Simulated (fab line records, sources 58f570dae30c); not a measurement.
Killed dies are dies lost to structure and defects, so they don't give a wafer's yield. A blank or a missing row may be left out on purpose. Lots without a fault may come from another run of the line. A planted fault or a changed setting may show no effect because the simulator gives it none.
Which tool did it? | flow berkeley_cmos170 | 14 lots, 40 wafers sampled, at 4 steps of a route of 331

WHAT THE GAUGES READ, wafer by wafer
UCB170_PVT_OVL_MEAS_06.
lot  | measured     | on         | PVT_OVL (nm)
L338 | day 6 14:49  | overlay-01 | 7 -5 0
L340 | day 7 05:35  | overlay-01 | 2 0 8
L342 | day 7 19:02  | overlay-01 | 15 5 14
L345 | day 8 04:50  | overlay-01 | 6 8 12
L347 | day 8 14:03  | overlay-02 | -3 2 5
L346 | day 8 15:03  | overlay-01 | -5 6 1
L350 | day 9 04:04  | overlay-01 | -7 10 9
L351 | day 9 04:42  | overlay-02 | -1 1 7
L354 | day 10 11:19 | overlay-01 | 3 2 -2
L356 | day 10 11:35 | overlay-02 | 5 12 5
L357 | day 10 11:40 | overlay-01 | -7 -2 3
L359 | day 11 00:41 | overlay-02 | 9 0 1
L355 | day 11 00:57 | overlay-01 | 2
L360 | day 11 01:02 | overlay-02 | 1 -6 7

UCB170_M3_THK_MEAS_03: measures by xrf.
lot  | measured     | on            | M3_AL_THK (nm)
L338 | day 8 17:07  | film_metro-02 | 907 905 909
L340 | day 9 07:16  | film_metro-03 | 880 881 877
L342 | day 9 21:41  | film_metro-04 | 875 873 885
L345 | day 10 13:37 | film_metro-03 | 889 893 894
L347 | day 10 23:34 | film_metro-03 | 908 907 920
L346 | day 10 21:44 | film_metro-02 | 893 890 892
L350 | day 11 06:37 | film_metro-03 | 883 888 882
L351 | day 11 09:05 | film_metro-03 | 871 884 879
L354 | day 12 13:49 | film_metro-04 | 855 873 874
L356 | day 12 14:06 | film_metro-04 | 893 872 890
L357 | day 12 10:23 | film_metro-02 | 888 892 891
L359 | day 13 06:40 | film_metro-04 | 871 877 875
L355 | day 13 06:04 | film_metro-03 | 906
L360 | day 13 06:32 | film_metro-03 | 910 905 914

UCB170_M3_CD_MEAS_90: target cd 700 nm.
lot  | measured     | on        | cd_nm (nm)
L338 | day 8 19:44  | cd_sem-01 | 700.3 701.4 697.5
L340 | day 9 10:40  | cd_sem-01 | 697.3 697.9 694.6
L342 | day 10 01:16 | cd_sem-01 | 702.6 702.6 700.5
L345 | day 10 16:23 | cd_sem-02 | 699.7 697.9 697.1
L347 | day 11 04:01 | cd_sem-02 | 698.3 700.2 699.7
L346 | day 11 02:05 | cd_sem-01 | 701.6 699.2 698.5
L350 | day 11 09:26 | cd_sem-02 | 699.3 698.8 697.7
L351 | day 11 13:12 | cd_sem-01 | 699.3 701.9 701.1
L354 | day 12 16:16 | cd_sem-01 | 698.1 695.4 699.2
L356 | day 12 16:49 | cd_sem-02 | 702.9 698.0 698.1
L357 | day 12 13:49 | cd_sem-01 | 699.7 699.0 700.9
L359 | day 13 10:01 | cd_sem-01 | 700.3 693.8 699.5
L355 | day 13 09:05 | cd_sem-02 | 696.3
L360 | day 13 09:17 | cd_sem-02 | 696.5 698.0 698.1

WHICH TOOL RAN EACH LOT (tool, then ch and the chambers of the sampled wafers, then the start)
lot  | UCB170_M3_COAT_09
L338 | litho_track-04 ch 0, day 8 18:04
L340 | litho_track-04 ch 0, day 9 09:01
L342 | litho_track-01 ch 0, day 9 23:37
L345 | litho_track-01 ch 0, day 10 14:28
L347 | litho_track-02 ch 0, day 11 02:04
L346 | litho_track-01 ch 0, day 11 00:13
L350 | litho_track-01 ch 0, day 11 07:58
L351 | litho_track-04 ch 0, day 11 11:18
L354 | litho_track-01 ch 0, day 12 14:56
L356 | litho_track-02 ch 0, day 12 15:22
L357 | litho_track-02 ch 0, day 12 11:36
L359 | litho_track-04 ch 0, day 13 07:59
L355 | litho_track-04 ch 0, day 13 07:10
L360 | litho_track-01 ch 0, day 13 07:21
- UCB170_M3_COAT_09

WHAT THE TOOLS THEMSELVES READ (means of the sampled wafers that have a number; where no wafer has one, the mark that the record gives instead)
UCB170_M3_COAT_09.
lot  | tool           | dispense_pressure_kPa (kPa) | exhaust_pa (Pa) | spin_speed_rpm (rpm)
L338 | litho_track-04 | 52.0                        | 45.0            | 2998.6
L340 | litho_track-04 | 52.0                        | 44.2            | 3001.5
L342 | litho_track-01 | 47.6                        | 45.0            | 3000.1
L345 | litho_track-01 | 47.6                        | 46.1            | 3002.0
L347 | litho_track-02 | 49.8                        | 44.2            | 3000.1
L346 | litho_track-01 | 47.6                        | 45.0            | 2999.7
L350 | litho_track-01 | 47.6                        | 45.1            | 3002.5
L351 | litho_track-04 | 52.0                        | 45.3            | 3002.6
L354 | litho_track-01 | 47.6                        | 44.8            | 3001.8
L356 | litho_track-02 | 49.9                        | 45.8            | 3001.5
L357 | litho_track-02 | 49.9                        | 45.8            | 3003.4
L359 | litho_track-04 | 52.0                        | 46.0            | 3404.7
L355 | litho_track-04 | 52.0                        | 44.6            | 3401.6
L360 | litho_track-01 | 47.7                        | 45.1            | 3002.7

THE ANSWER, worked out from the rows above alone
Rule: what is usual is taken from the lots themselves. Put in order of their means at a reading, lots are off if they are a third of the lots or fewer, leave a main group of 4 or more, and stand apart from it by a gap of 3 or more times the standard deviation of the main group's means; of several such gaps the widest counts. A main group whose means are all the same, to the digits that the tables above print for the reading, isn't used. A lot without any number at a reading at which 4 lots or more have one is off too. The other lots that the step has rows for count as sound. The gauges are gone through in route order, then the tools' own readings, and for those a lot's mean is taken as printed above. The first step at which some lot is off is used, and at that step the reading that is off furthest; a lot without a number counts as furthest.
Off: L359, L355, at UCB170_M3_COAT_09 (spin_speed_rpm). The main group: mean 3001.4 rpm, standard deviation 1.4.
A tool fits if, at that step or a process step before it, it ran every lot that is off, and no sound lot after the first of them. One fits: litho_track-04 at UCB170_M3_COAT_09. Its last sound lot is L351 (day 11 11:18), its first lot that is off L355 (day 13 07:10): a fault that began between those two fits.
The tool's own readings at UCB170_M3_COAT_09 bear it out: on the lots that are off they differ by more than 5 times the standard deviation of the sound lots' means. spin_speed_rpm reads 3403.1 rpm there against 3001.4 rpm on the sound lots.

WHAT THE SIMULATOR HAD PUT IN
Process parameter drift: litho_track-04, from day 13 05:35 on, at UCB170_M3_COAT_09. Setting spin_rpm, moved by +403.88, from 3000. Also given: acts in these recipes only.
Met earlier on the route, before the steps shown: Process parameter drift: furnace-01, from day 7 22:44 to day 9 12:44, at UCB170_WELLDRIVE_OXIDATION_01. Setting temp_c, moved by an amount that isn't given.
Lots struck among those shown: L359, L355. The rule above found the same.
